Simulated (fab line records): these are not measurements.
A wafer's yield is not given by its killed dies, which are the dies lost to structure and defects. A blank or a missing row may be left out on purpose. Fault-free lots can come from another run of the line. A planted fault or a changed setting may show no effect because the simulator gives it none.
Matching of chambers | flow rit-cmos | RIT_GATE_ETCH_19 on rie-si-02: 4 sister chambers
The step etches poly-Si in SF6/CHF3/O2, stops on SiO2, time 165 s, target depth 312.5 nm. 14 wafers are shown with their chamber, then 7 later ones without.

== WAFERS, EACH WITH ITS CHAMBER ==
wafer  | chamber | throttle-valve-pct (%) | oes-product-au (a.u.)
L261.1 | 1       | 9.91                   | 0.870
L261.2 | 2       | 10.02                  | 0.868
L261.4 | 0       | 10.22                  | 0.850
L265.2 | 3       | 10.34                  | 0.818
L265.3 | 1       | 9.92                   | 0.873
L265.5 | 0       | 10.22                  | 0.848
L275.1 | 2       | 10.00                  | 0.868
L275.2 | 0       | 10.21                  | 0.851
L275.4 | 3       | 10.34                  | 0.814
L277.1 | 2       | 10.00                  | 0.856
L277.3 | 1       | 9.91                   | 0.862
L277.5 | 0       | 10.22                  | 0.839
L279.1 | 2       | 10.01                  | 0.858
L279.5 | 0       | 10.20                  | 0.844

SIGNATURES, as means of the wafers listed above
reading            | chamber 0 | chamber 1 | chamber 2 | chamber 3 | scatter within a chamber
throttle-valve-pct | 10.2140   | 9.9133    | 10.0075   | 10.3400   | 0.00813
oes-product-au     | 0.84640   | 0.86833   | 0.86250   | 0.81600   | 0.00541
Rule: a wafer lies at a distance from a chamber equal to the root of the sum of squares, over the readings, of (its reading less the chamber's mean, divided by the reading's scatter). The wafer belongs to the nearest chamber; if the next one is less than 2 further off, it can't be placed. The scatter: the root of (the sum of the squares of (reading less its chamber's mean) over the shown wafers, divided by (wafers less chambers)).

== WAFERS MISSING THEIR CHAMBER ==
wafer  | throttle-valve-pct (%) | oes-product-au (a.u.)
L279.6 | 10.32                  | 0.816
L281.1 | 10.33                  | 0.822
L281.2 | 9.92                   | 0.875
L281.5 | 10.00                  | 0.861
L283.2 | 10.32                  | 0.827
L283.4 | 10.20                  | 0.856
L283.5 | 10.33                  | 0.825

== CHAMBER TAKEN BY EACH ==
wafer  | from the rows above | in truth
L279.6 | 3                   | 3
L281.1 | 3                   | 3
L281.2 | 1                   | 1
L281.5 | 2                   | 2
L283.2 | 3                   | 3
L283.4 | 0                   | 0
L283.5 | 3                   | 3
Correct placement for 7 of the 7. From these rows, 0 cannot be placed. 0 placed wrongly.
